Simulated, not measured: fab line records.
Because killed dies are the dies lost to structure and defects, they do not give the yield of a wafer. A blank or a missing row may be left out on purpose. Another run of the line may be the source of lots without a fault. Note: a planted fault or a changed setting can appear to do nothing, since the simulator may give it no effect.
One fault through the eyes of 2 desks	flow berkeley-cmos170	numbers are kept per desk, each desk with only its own; the story behind them comes last

AT THE TOOL OWNER'S DESK: furnace-01
The tool's own readings at UCB170_WELLDRIVE_OXIDATION_01 (target thk 199 nm, ox time 9000 s): means of the sampled wafers that have a number, for each lot that ran on this tool. Any lot whose mean is over 4 standard deviations away from the usual mean is out of limits and marked OUT; that distance is given in the brackets.
Columns: A = spike-tc-centre-C at UCB170_WELLDRIVE_OXIDATION_01, usual 1103.2 C; B = spike-tc-source-C at UCB170_WELLDRIVE_OXIDATION_01, usual 1121 C; C = zone-power-centre-pct at UCB170_WELLDRIVE_OXIDATION_01, usual 54.4 %
lot	first seen here	A	B	C
L261	day 3 21:17	1103.3	1117	56.0
L262	day 4 08:02	1103.0	1119	55.3
L263	day 4 08:02	1103.4	1117	55.7
L264	day 4 08:02	1103.6	1117	55.6
L265	day 4 15:32	1102.9	1117	55.5
L266	day 4 15:32	1103.1	1117	55.3
L268	day 5 13:28	1130.5 (+25) OUT	1116	71.0 (+10) OUT
L270	day 5 13:28	1131.4 (+26) OUT	1116	71.7 (+11) OUT
L274	day 6 01:00	1131.5 (+26) OUT	1117	71.1 (+10) OUT
This desk finds L268, L270, L274 out of limits, L268 being first, at day 5 13:28 (spike-tc-centre-C at UCB170_WELLDRIVE_OXIDATION_01). L261, L262, L263, L264, L265, L266: within limits.

THE METROLOGY DESK
Means of the sampled wafers that have a number, per lot and without regard to the tool the lot ran on: this is what the gauges read. Any lot whose mean is over 4 standard deviations away from the usual mean is out of limits and marked OUT; that distance is given in the brackets.
Columns: A = NWELL_NITRIDE_THK at UCB170_NWELL_THK_MEAS_05, usual 224.1 nm; B = WELLDRIVE_OXIDE_THK at UCB170_WELLDRIVE_THK_MEAS_02, usual 198.3 nm; C = NVT_TW at UCB170_NVT_TW_MEAS_09, usual 526
lot	first seen here	A	B	C
L261	day 2 10:23	222.2	198.4	518
L263	day 2 23:25	225.6	199.3	516
L264	day 2 23:25	221.0	197.6	533
L262	day 2 23:26	222.7	199.3	532
L265	day 3 09:58	225.0	200.0	527
L266	day 3 14:30	225.6	197.6	518
L268	day 3 22:31	226.2	212.4 (+5.2) OUT	516
L267	day 3 22:32	222.4	199.6	516
L269	day 4 05:38	222.9	197.2	528
L270	day 4 05:39	220.1	215.1 (+6.2) OUT	531
L273	day 4 17:28	223.2	194.2	531
L274	day 4 22:34	222.5	207.5	529
L279	day 6 02:59	226.1	202.2	529
L281	day 6 11:54	223.9	200.4	530
L280	day 6 11:55	225.2	200.1	531
Finding of this desk: L268, L270 out of limits, first seen on L268 at day 5 16:59 (WELLDRIVE_OXIDE_THK at UCB170_WELLDRIVE_THK_MEAS_02). L261, L263, L264, L262, L265, L266, L267, L269, L273, L274, L279, L281, L280: within limits.

TAKEN TOGETHER
The tool owner's desk had the chance to raise an alarm at day 5 13:28 on L268, L270, L274.
On L268, L270, the metrology desk was in a position to raise an alarm at day 5 16:59.
The metrology desk has L274 on record, within its limits.
On furnace-01, each named lot ran UCB170_WELLDRIVE_OXIDATION_01.

WHAT HAD BEEN PUT IN BY THE SIMULATOR
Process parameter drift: furnace-01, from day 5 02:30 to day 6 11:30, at UCB170_WELLDRIVE_OXIDATION_01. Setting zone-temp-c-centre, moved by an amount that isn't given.
Lots struck among those shown: L268, L270, L274.
Time in hours from fault onset to the first out-of-limits reading at each desk: tool owner's desk 11, metrology desk 14.
